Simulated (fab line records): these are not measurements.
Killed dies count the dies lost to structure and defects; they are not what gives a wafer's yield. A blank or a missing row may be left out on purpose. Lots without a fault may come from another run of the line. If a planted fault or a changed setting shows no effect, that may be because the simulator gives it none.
A lot that was struck, set against a sound lot -- flow ritCmos -- 27 steps out of a route of 202
Sound: the wafers L392.1, L392.4, L392.5. The struck wafers were L387.1, L387.2, L387.3. At the end, the cause is stated.
At each step with rows: each side's tool, then ch and its chambers, then its first start. Under that, the readings that differ: sound wafers -- struck wafers -- difference of the means -- sigmas: that difference in standard deviations of wafers without a fault.
alike: a reading whose means differ by less than 2 such deviations, as well as words and numbers matching on both sides. not compared: withheld readings; readings where some wafer has no value; bounds like >300 that might hide an equal value; numbers whose values overlap and for which the record gives no deviation.
A row with sigmas, a row that says differs or no value, or rows on one side alone: a step with any of these is where the two part. Numbers that don't overlap but have no deviation are shown without sigmas and don't part them. A reading that every wafer of one side lacks parts them only if that side has two wafers or more.

first, 4 steps without rows for these wafers: RIT_CONTACT_SOFTBAKE_04 (time 60 s); RIT_CONTACT_EXPOSE_05 (exposes mask M11, target cd 1000 nm); RIT_CONTACT_PEB_06; RIT_CONTACT_DEVELOP_07 (develop time 120 s).
RIT_CONTACT_CD_MEAS_08: the cd target is 1000 nm.
  sound on cdSem-02 at day 7 07:25; struck on cdSem-01 at day 6 06:34
reading,sound,struck,difference,sigmas
cdNm (nm),997.4 994.7 996.5,1003.8 1003.2 1002.4,+6.9,+3
RIT_CONTACT_OVL_MEAS_09:
  sound on overlay-01 at day 7 07:32; struck on overlay-01 at day 6 06:41
  alike: CONTACT_OVL
then, 1 step without rows for these wafers: RIT_CONTACT_HARDBAKE_10 (time 60 s).
RIT_CONTACT_ETCH_11: etches SiO2 in CHF3/CF4/Ar, stops on TiSi2, target depth 480 nm, time 320 s.
  sound on rieDiel-03 ch 0,1,3, day 7 07:56; struck on rieDiel-03 ch 0,1,3, day 6 06:52
  alike: drypumpMotorCurrentA, oesProductAu, throttleValvePct
  not compared: rfHoursCounterH
RIT_CONTACT_STRIP_12: strips in O2, time 180 s.
  sound on plasmaAsher-02 ch 0,1, day 7 08:08; struck on plasmaAsher-04 ch 0,1, day 6 07:04
  alike: drypumpMotorCurrentA
  not compared: rfHoursCounterH
RIT_CONTACT_CD_MEAS_90: the cd target is 1000 nm.
  sound on cdSem-02 at day 7 08:18; struck on cdSem-02 at day 6 07:14
reading,sound,struck,difference,sigmas
cdNm (nm),997.6 995.0 996.5,1004.2 1002.9 1002.5,+6.8,+3
then, 2 steps without rows for these wafers: RIT_CONTACT_CLEAN_13 (cleans in SC1, time 600 s); RIT_CONTACT_CLEAN_14 (cleans in SC2, time 600 s).
RIT_M1_SPUTTER_00: material Al, target thk 400 nm, time 500 s.
  sound on pvdSputter-03 at day 7 08:57; struck on pvdSputter-02 at day 6 07:43
  no value came back on the struck wafers for cathodeDcPowerW (W), chamberPressurePa (Pa), throttleValvePct (%); on the sound wafers cathodeDcPowerW (W) reads 2000.6 2000.3 2000.0
RIT_M1_RS_MEAS_01: measurement is done with a four-point probe.
  sound on filmMetro-03 at day 7 09:14; struck on filmMetro-04 at day 6 08:01
reading,sound,struck,difference,sigmas
M1_AL_RS (ohm/sq),0.0737 0.0744 0.0743,- - -,no value on the struck wafers,
RIT_M1_THK_MEAS_02: measures by xrf.
  sound on filmMetro-03 at day 7 09:22; struck on filmMetro-04 at day 6 08:08
reading,sound,struck,difference,sigmas
M1_AL_THK (nm),392 391 390,<0 <0 <0,differs,
then, 6 steps without rows for these wafers: RIT_M1_HMDS_03 (prime time 60 s); RIT_M1_COAT_04 (resist thk 1300 nm); RIT_M1_SOFTBAKE_05 (time 60 s); RIT_M1_EXPOSE_06 (exposes mask M12, target cd 2600 nm); RIT_M1_PEB_07; RIT_M1_DEVELOP_08 (develop time 68 s).
RIT_M1_CD_MEAS_09: the cd target is 2600 nm.
  sound on cdSem-02 at day 7 10:18; struck on cdSem-01 at day 6 09:12
  alike: cdNm
RIT_M1_OVL_MEAS_10:
  sound on overlay-02 at day 7 10:25; struck on overlay-02 at day 6 09:19
  alike: M1_OVL
then, 1 step without rows for these wafers: RIT_M1_HARDBAKE_11 (time 120 s).
RIT_M1_METAL_ETCH_12: etches Al in Cl2/BCl3, stops on SiO2, time 165 s, target depth 600 nm.
  sound on rieMetal-03 ch 0,1, day 7 10:43; struck on rieMetal-02 ch 0,1, day 6 09:37
reading,sound,struck,difference,sigmas
oesProductAu (a.u.),0.764 0.770 0.757,0.324 0.331 0.325,-0.437,-31
  alike: drypumpMotorCurrentA, throttleValvePct
  not compared: rfHoursCounterH
then, 1 step without rows for these wafers: RIT_M1_STRIP_13 (strips in nmp, time 600 s).
RIT_M1_PROBE_99:
  sound on prober-01 at day 7 12:59; struck on prober-02 at day 6 12:01
reading,sound,struck,difference,sigmas
defectLimitedYield (%),98.9 96.6 95.5,0 0 0,-97,-81
killed_at_M0_to_M3,0 0 0,264 262 261,+262,+99 or more
killedAtFrontEnd,3 9 12,0 2 3,-6,-2
killedDies,3 9 12,264 264 264,+256,+80
killedOnRim,2 4 3,70 70 70,+67,+42
killedShort,2 4 10,0 2 1,-4,-2
sort_bin_3_pad_short (%),0 0 0.4,22.7 23.9 31.1,+25.8,+99 or more
sort_bin_5_function (%),0.4 1.9 3.4,75.0 73.1 66.3,+69.6,+81
sort_bin_6_memory (%),0.8 1.5 0.8,2.3 3.0 2.7,+1.6,+2
sortNPass,261 255 252,0 0 0,-256,-80
sortYieldPct (%),98.9 96.6 95.5,0 0 0,-97,-81
  alike: killedOpen

## WHERE THEY PART
At RIT_CONTACT_CD_MEAS_08 first; at RIT_M1_PROBE_99 last (within this record only).

WHY: what had been put in by the simulator
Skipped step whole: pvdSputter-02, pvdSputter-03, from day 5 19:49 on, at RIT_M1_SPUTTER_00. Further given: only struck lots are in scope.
